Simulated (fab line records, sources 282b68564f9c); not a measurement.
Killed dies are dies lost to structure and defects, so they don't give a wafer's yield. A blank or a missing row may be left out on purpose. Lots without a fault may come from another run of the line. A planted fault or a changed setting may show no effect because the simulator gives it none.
A struck lot beside a sound one | flow rit_cmos | 27 steps out of a route of 202
Sound: wafers L380.1, L380.2, L380.5. Struck: wafers L385.2, L385.6. (L385.4 of the same lot was not struck and is left out.) The cause comes at the end.
At each step with rows: each side's tool, then ch and its chambers, then its first start. Under that, the readings that differ: sound wafers | struck wafers | difference of the means | sigmas: that difference in standard deviations of wafers without a fault.
alike: readings whose means differ by less than 2 such deviations, and words and numbers that are the same on both sides. not compared: withheld readings, readings that some wafer has no value for, bounds like >300 that may hide the same value, and numbers for which the record gives no deviation and whose values overlap.
The two part at a step that has a row with sigmas, a row that says differs or no value, or rows on one side only. Numbers that don't overlap but have no deviation are shown without sigmas and don't part them. A reading that every wafer of one side lacks parts them only if that side has two wafers or more.

first, 4 steps without rows for these wafers: RIT_CONTACT_SOFTBAKE_04 (time 60 s); RIT_CONTACT_EXPOSE_05 (exposes mask M11, target cd 1000 nm); RIT_CONTACT_PEB_06; RIT_CONTACT_DEVELOP_07 (develop time 120 s).
RIT_CONTACT_CD_MEAS_08: target cd 1000 nm.
  sound on cd_sem-02, day 4 06:46; struck on cd_sem-01, day 5 06:09
  alike: cd_nm
RIT_CONTACT_OVL_MEAS_09:
  sound on overlay-01, day 4 06:53; struck on overlay-02, day 5 06:16
  reading          | sound         | struck    | difference | sigmas
  CONTACT_OVL (nm) | -0.5 -0.1 1.0 | -1.6 -2.2 | -2.0       | -2
then, 1 step without rows for these wafers: RIT_CONTACT_HARDBAKE_10 (time 60 s).
RIT_CONTACT_ETCH_11: etches SiO2 in CHF3/CF4/Ar, stops on TiSi2, target depth 480 nm, time 320 s.
  sound on rie_diel-03 ch 0,1,3, day 4 07:05; struck on rie_diel-03 ch 0,1, day 5 06:28
  alike: chamber_pressure_mTorr, drypump_motor_current_A, oes_product_au, throttle_valve_pct
  not compared: rf_hours_counter_h
RIT_CONTACT_STRIP_12: strips in O2, time 180 s.
  sound on plasma_asher-02 ch 0,1, day 4 07:16; struck on plasma_asher-02 ch 0,1, day 5 06:40
  alike: chamber_pressure_mTorr, drypump_motor_current_A
  not compared: rf_hours_counter_h
RIT_CONTACT_CD_MEAS_90: target cd 1000 nm.
  sound on cd_sem-01, day 4 07:27; struck on cd_sem-01, day 5 06:51
  alike: cd_nm
then, 2 steps without rows for these wafers: RIT_CONTACT_CLEAN_13 (cleans in SC1, time 600 s); RIT_CONTACT_CLEAN_14 (cleans in SC2, time 600 s).
RIT_M1_SPUTTER_00: material Al, target thk 400 nm, time 500 s.
  sound on pvd_sputter-03, day 4 07:55; struck on pvd_sputter-01, day 5 07:18
  reading                               | sound             | struck      | difference | sigmas
  model.Al_of_M1_SPUTTER_00.thk_nm (nm) | 396.6 396.7 395.1 | 223.7 220.3 | -174.1     |
  alike: cathode_dc_power_W, throttle_valve_pct
RIT_M1_RS_MEAS_01: measures by four-point-probe.
  sound on film_metro-04, day 4 08:13; struck on film_metro-04, day 5 07:37
  reading           | sound                | struck        | difference | sigmas
  M1_AL_RS (ohm/sq) | 0.0742 0.0740 0.0743 | 0.1343 0.1365 | +0.0612    | +65
RIT_M1_THK_MEAS_02: measures by xrf.
  sound on film_metro-04, day 4 08:20; struck on film_metro-04, day 5 07:44
  reading        | sound       | struck  | difference | sigmas
  M1_AL_THK (nm) | 401 399 399 | 227 223 | -175       | -34
then, 6 steps without rows for these wafers: RIT_M1_HMDS_03 (prime time 60 s); RIT_M1_COAT_04 (resist thk 1300 nm); RIT_M1_SOFTBAKE_05 (time 60 s); RIT_M1_EXPOSE_06 (exposes mask M12, target cd 2600 nm); RIT_M1_PEB_07; RIT_M1_DEVELOP_08 (develop time 68 s).
RIT_M1_CD_MEAS_09: target cd 2600 nm.
  sound on cd_sem-02, day 4 09:16; struck on cd_sem-01, day 5 08:41
  alike: cd_nm
RIT_M1_OVL_MEAS_10:
  sound on overlay-02, day 4 09:23; struck on overlay-01, day 5 08:47
  alike: M1_OVL
then, 1 step without rows for these wafers: RIT_M1_HARDBAKE_11 (time 120 s).
RIT_M1_METAL_ETCH_12: etches Al in Cl2/BCl3, stops on SiO2, time 165 s, target depth 600 nm.
  sound on rie_metal-04 ch 0,1, day 4 09:41; struck on rie_metal-01 ch 0,1, day 5 09:04
  reading               | sound             | struck      | difference | sigmas
  oes_product_au (a.u.) | 0.779 0.782 0.783 | 0.574 0.596 | -0.196     | -14
  alike: bcl3_flow_sccm, chamber_pressure_mTorr, drypump_motor_current_A, mfc_cl2_sccm, throttle_valve_pct
  not compared: rf_hours_counter_h
then, 1 step without rows for these wafers: RIT_M1_STRIP_13 (strips in nmp, time 600 s).
RIT_M1_PROBE_99:
  sound on prober-02, day 4 11:56; struck on prober-02, day 5 12:43
  reading                  | sound                   | struck        | difference | sigmas
  killed_at_front_end      | 3 7 7                   | 8 15          | +6         | +2
  killed_dies              | 3 7 7                   | 8 15          | +6         | +2
  sort_n_pass              | 261.0 257.0 257.0       | 256.0 249.0   | -5.8       | -2
  model.etest.m1.rs_ohm_sq | 0.07358 0.07299 0.07323 | 0.1298 0.1312 | +0.0572    |
  alike: defect_limited_yield, killed_at_contacts, killed_open, killed_short, sort_bin_3_pad_short, sort_bin_5_function, sort_bin_6_memory, sort_yield_pct
  not compared: model.etest.antenna_m1.vt_shift_v

WHERE THEY PART
First at RIT_CONTACT_OVL_MEAS_09; last, within this record, at RIT_M1_PROBE_99.

WHY: what the simulator had put in
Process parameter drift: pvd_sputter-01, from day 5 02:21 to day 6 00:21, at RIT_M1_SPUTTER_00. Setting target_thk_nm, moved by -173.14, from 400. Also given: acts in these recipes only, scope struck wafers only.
